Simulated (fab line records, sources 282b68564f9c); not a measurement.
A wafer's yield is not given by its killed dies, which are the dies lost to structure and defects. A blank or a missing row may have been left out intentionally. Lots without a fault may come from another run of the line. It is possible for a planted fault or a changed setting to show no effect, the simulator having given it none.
Problem report in the 8D (eight disciplines) form, filled by code || flow ritCmos || the parts of the form that need people (team, actions taken, sign-off) are left out

## 1. WHAT WENT WRONG
M1_AL_RS at RIT_M1_RS_MEAS_01 reads a mean of 0.0609 ohm/sq on 1 wafer of 1 lot; wafers without a fault read 0.0734 ohm/sq with a standard deviation of 0.00075. That puts it -17 standard deviations away from the usual mean.
The step: measures by four-point-probe.
First observed at day 5 23:20: wafer L507.4, on filmMetro-02. Wafers with a number at this step in the record: 33, from 11 lots. Rule for "out" (also "out of limits"): further than 4 standard deviations from the usual mean. All remaining wafers that have a number are taken as sound.

## 2. WHAT IT IS, AND WHAT IT ISN'T
{"question": "which readings at this step", "is": "M1_AL_RS", "is not": "-"}
{"question": "which lots", "is": "L507", "is not": "L494, L495, L496, L497, L498, L499, L500, L501, L515, L517"}
{"question": "which wafers of those lots", "is": "L507.4", "is not": "L507.2, L507.6"}
{"question": "read on which gauges", "is": "filmMetro-02", "is not": "filmMetro-01, filmMetro-03"}
{"question": "when", "is": "from day 5 23:20", "is not": "up to then (26 sound wafers); but 6 sound wafers of L515, L517 came after"}

## 3. THE SUSPECTS, EACH WITH WHAT RULES IT OUT
Counting: if a tool at a process step up to the reading ran every lot that is out, it stays a suspect. Sound lots after the first of them don't rule it out here, since some wafers of a struck lot are sound.
- the gauge at RIT_M1_RS_MEAS_01 is ruled out. All the wafers that are out were read on filmMetro-02, but those of them that RIT_M1_METAL_ETCH_12 has rows for are out there too, on other tools.
- pvdSputter-04 at RIT_M1_SPUTTER_00 (material Al, target thk 400 nm, time 500 s): kept. It ran the lot that is out, L507 (day 5 23:01); its last sound lot up to then is L501 (day 4 16:24).
Left after counting: pvdSputter-04 at RIT_M1_SPUTTER_00.

## 4. THE CAUSE (what the simulator had put in)
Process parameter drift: pvdSputter-04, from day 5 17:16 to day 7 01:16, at RIT_M1_SPUTTER_00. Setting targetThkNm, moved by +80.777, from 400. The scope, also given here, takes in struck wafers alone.
After counting, this tool was the only one left.

## 5. SEQUENCE OF EFFECTS, ordered by route
One row per reading whose mean, taken over the struck wafers that have a number, lies over 3 standard deviations from the usual. Scope: only readings with a usual standard deviation given in the record; hours: median across lots of the time from each lot's start at the first step in this table that gives one to its start at this step; sigmas: change in usual standard deviations.
{"hours": 0, "step": "RIT_M1_RS_MEAS_01", "reading": "M1_AL_RS", "usual": "0.0734 ohm/sq", "on struck wafers": 0.0609, "change": -0.0125, "sigmas": -17}
{"hours": 8, "step": "RIT_M1_THK_MEAS_02", "reading": "M1_AL_THK", "usual": "397 nm", "on struck wafers": 479, "change": "+82", "sigmas": "+17"}
{"hours": 12, "step": "RIT_M1_METAL_ETCH_12", "reading": "oesProductAu", "usual": "0.760 a.u.", "on struck wafers": 0.852, "change": "+0.092", "sigmas": "+7.7"}
It contains these process steps:
- RIT_M1_METAL_ETCH_12: etches Al in Cl2/BCl3, stops on SiO2, time 165 s, target depth 600 nm.

## 6. HOW IT WOULD HAVE BEEN CAUGHT EARLIER
In this record the first reading out of limits at a measuring or inspecting step was taken at day 5 23:20, 6 hours after the fault began at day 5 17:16.
An alarm limit of 4 standard deviations would not have fired on the tool readings at RIT_M1_SPUTTER_00 for which the record gives a usual standard deviation, since none of them was out on any struck wafer.
By day 5 23:20, every lot that is out (1) had started RIT_M1_SPUTTER_00 on pvdSputter-04. Tool hold at that time: it would have spared none of them.
